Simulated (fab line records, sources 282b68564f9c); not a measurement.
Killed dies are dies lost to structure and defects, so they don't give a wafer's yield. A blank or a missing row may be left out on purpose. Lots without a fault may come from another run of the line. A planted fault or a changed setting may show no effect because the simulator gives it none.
fab line records | flow rit_cmos
record lots=13 wafers=39 last_day=7
route steps=202 shown SPACER@130 M1@202
lots that met no fault: from a run of the same line without faults
start_h: hours from the record's first day to the start of the lot's first wafer shown | wait_h: hours since the lot's step before | " the same as in the row above | L1.1+2: a row that stands for several wafers | - no value, or no start given | * or withheld: withheld | < > ~ a bound
route shown NAME@n: a module of which the file shows steps, and the number in the route of the first | usual: mean/standard deviation of fault-free wafers | same: alike in all rows | chamber/n: place in a boat | sites: the reading at each site | _std_site: their standard deviation | _edge_site: outer sites' mean less inner sites' | radius_mm: how far each site lies from the wafer's centre | mask NAME#n: copy n | behind: the tool/chamber that last shaped the wafer | hold: why the lot was held/for how many hours/how that ended | device: the transistor (n, p or np) that didn't switch | end of line: the same wafers' tests at the end of the route | a step without rows: its recipe alone | killed: dies lost to structure and defects at the first sort, not the wafer's yield | map: a wafer's dies, x killed, . not, _ none there
set.NAME: the setting as run; set.NAME@STEP: as run at that earlier step | model.NAME: the simulator's own value behind a step, which no gauge read
steps of the route over a sample of lots; a table a step, a row a wafer
services: from which hour (start_h, from the record's first day; less than 0 if before it) a tool's chamber was out of use, for how many hours, and why
## steps
# step RIT_SPACER_ETCHBACK_05
# recipe target_depth_a=2500 SF6_flow_sccm=30 CHF3_flow_sccm=30 target=Si3N4 chemistry=SF6/CHF3 pressure_mtorr=40 rf_w=250 time_s=240 stop_on=SiO2
# usual drypump_motor_current_A=5.7/0.49 oes_product_au=0.827/0.0083 run_length_s=268.2/0.41 throttle_valve_pct=10.33/0.16
# columns lot.wafer tool chamber start_h wait_h drypump_motor_current_A oes_product_au rf_hours_counter_h run_length_s throttle_valve_pct
L431.1 rie_diel-04 0 48.79 0.1 6.4 0.838 39 267.7 10.49
L431.2 " 3 " " 6.0 0.830 97 268.8 10.57
L431.4 " 1 " " 5.7 0.835 100 268.7 10.30
L432.1 rie_diel-01 1 55.23 0.1 5.0 0.813 48 267.4 10.31
L432.2 " 2 " " 6.1 0.826 47 268.3 10.31
L432.5 " 3 " " 5.7 0.825 - 268.5 10.42
L434.1 rie_diel-01 2 67.34 0.1 6.1 0.817 48 268.5 10.32
L434.3 " 1 " " 5.0 0.827 48 267.8 10.32
L434.6 " 2 " " 6.1 0.830 - 269.1 10.33
L435.1 rie_diel-04 1 71.79 0.1 5.8 0.837 100 268.2 10.29
L435.4 " 0 " " 6.4 0.844 39 267.9 10.48
L435.6 " 3 " " 6.0 0.823 - 269.2 10.55
L436.1 rie_diel-02 2 75.66 0.1 5.5 0.822 4 268.5 10.35
L436.2 " 3 " " 5.4 0.818 5 267.7 9.96
L436.4 " 0 " " 5.6 0.831 151 268.5 10.43
L441.1 rie_diel-04 2 101.24 0.1 5.0 0.914 8 250.4 10.33
L441.2 " 0 " " 6.5 0.829 40 267.9 10.48
L441.5 " 2 " " 5.0 0.915 - 250.8 10.32
L445.3 rie_diel-01 3 120.76 0.0 5.7 0.829 8 268.3 10.43
L445.4 " 0 " " 6.5 0.838 6 268.6 10.16
L445.5 " 3 " " 5.7 0.825 - 268.3 10.43
L447.3 rie_diel-01 2 130.76 0.0 6.1 0.825 49 268.4 10.33
L447.4 " 0 " " 6.4 0.830 7 268.6 10.15
L447.5 " 2 " " 6.1 0.818 - 268.1 10.32
L449.1 rie_diel-01 0 140.24 0.1 6.5 0.827 7 268.4 10.16
L449.2 " 3 " " 5.7 0.825 9 268.2 10.44
L449.6 " 3 " " 5.7 0.814 - 268.3 10.42
L451.1 rie_diel-02 3 147.69 0.1 5.4 0.822 6 268.1 9.95
L451.3 " 1 " " 5.4 0.843 74 268.2 10.43
L451.6 " 1 " " 5.4 0.838 - 268.3 10.42
L452.1 rie_diel-01 0 153.83 0.1 6.5 0.833 7 268.7 10.15
L452.3 " 3 " " 5.6 0.821 9 268.4 10.42
L452.4 " 2 " " 6.1 0.821 49 268.5 10.33
L453.2 rie_diel-02 2 161.79 0.0 5.4 0.821 6 267.9 10.36
L453.5 " 3 " " 5.4 0.827 - 267.9 9.94
L453.6 " 0 " " 5.6 0.817 - 268.2 10.43
L454.2 rie_diel-04 1 163.42 0.0 5.8 0.823 102 268.8 10.30
L454.3 " 3 " " 6.0 0.806 100 268.5 10.56
L454.5 " 3 " " 6.0 0.825 - 268.6 10.56
# step RIT_M1_PROBE_99
# usual killed_at_contacts=0.1/0.35 killed_at_front_end=6.9/2.8 killed_dies=7.0/2.8 killed_open=3.4/2 killed_short=3.5/2.1
# same gross_dies=264 killed_at_M0_to_M3=0 killed_at_M4_up=0 killed_at_back_side=0 killed_at_other=0
# columns lot.wafer tool chamber start_h wait_h killed_at_contacts killed_at_front_end killed_dies killed_open killed_short
L447.3 prober-01 - 142.65 0.2 0 6 6 5 1
L447.4 prober-01 - 142.70 0.2 0 7 7 5 1
L447.5 prober-01 - 142.75 0.2 0 8 8 2 6
# killed by level:class
L447.3 SILICIDE:geometric_particle:open=3 FOX2:geometric_particle:short=1 FOX2:geometric_particle:open=1 SPACER:geometric_particle:open=1
L447.4 FOX2:geometric_particle:open=2 GATE:geometric_particle:open=2 REOX:geometric_particle:open=1 SILICIDE:geometric_particle:short=1 ACTIVE:coat_microbubble_printed=1
L447.5 REOX:geometric_particle:short=2 SILICIDE:geometric_particle:short=2 FOX1:geometric_particle:short=1 FOX2:geometric_particle:short=1 FOX2:geometric_particle:open=1 GATE:geometric_particle:open=1
## services
# columns tool chamber start_h hours kind
rie_diel-02 2 35.61 11.6 repair
rie_diel-02 1 44.26 2.9 repair
rie_diel-02 1 47.14 2.3 repair
rie_diel-02 - 47.66 2.8 pm
rie_diel-04 0 57.62 2.5 repair
rie_diel-02 1 82.84 1.4 repair
rie_diel-02 0 137.96 - clean
rie_diel-02 0 137.96 23.7 scheduled_down
rie_diel-02 0 137.96 23.7 vent_cycle
rie_diel-04 3 145.27 2.7 repair
## key
first_sign step=RIT_SPACER_ETCHBACK_05 reading=run_length_s direction=down sigmas=43 usual=* struck=*
effect step=RIT_SPACER_ETCHBACK_05 reading=oes_product_au direction=up sigmas=11 usual=0.827 struck=0.914
met_at RIT_SPACER_ETCHBACK_05
struck_lots L441
struck_wafers L441.1,L441.5
tester_left_out L441
fault kind=process_parameter_drift tool=rie_diel-04 chamber=2 onset_h=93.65 steps=RIT_SPACER_ETCHBACK_05 channel=time_s offset=* shape=step end_h=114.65 acts_in=* stated=*
# tester_left_out: of these lots the tester's yield and bins aren't shown, on N5 and GAA mostly nor the transistor test; their killed dies are dies lost to structure and defects alone, not to doping, threshold or leakage, so they don't give the yield
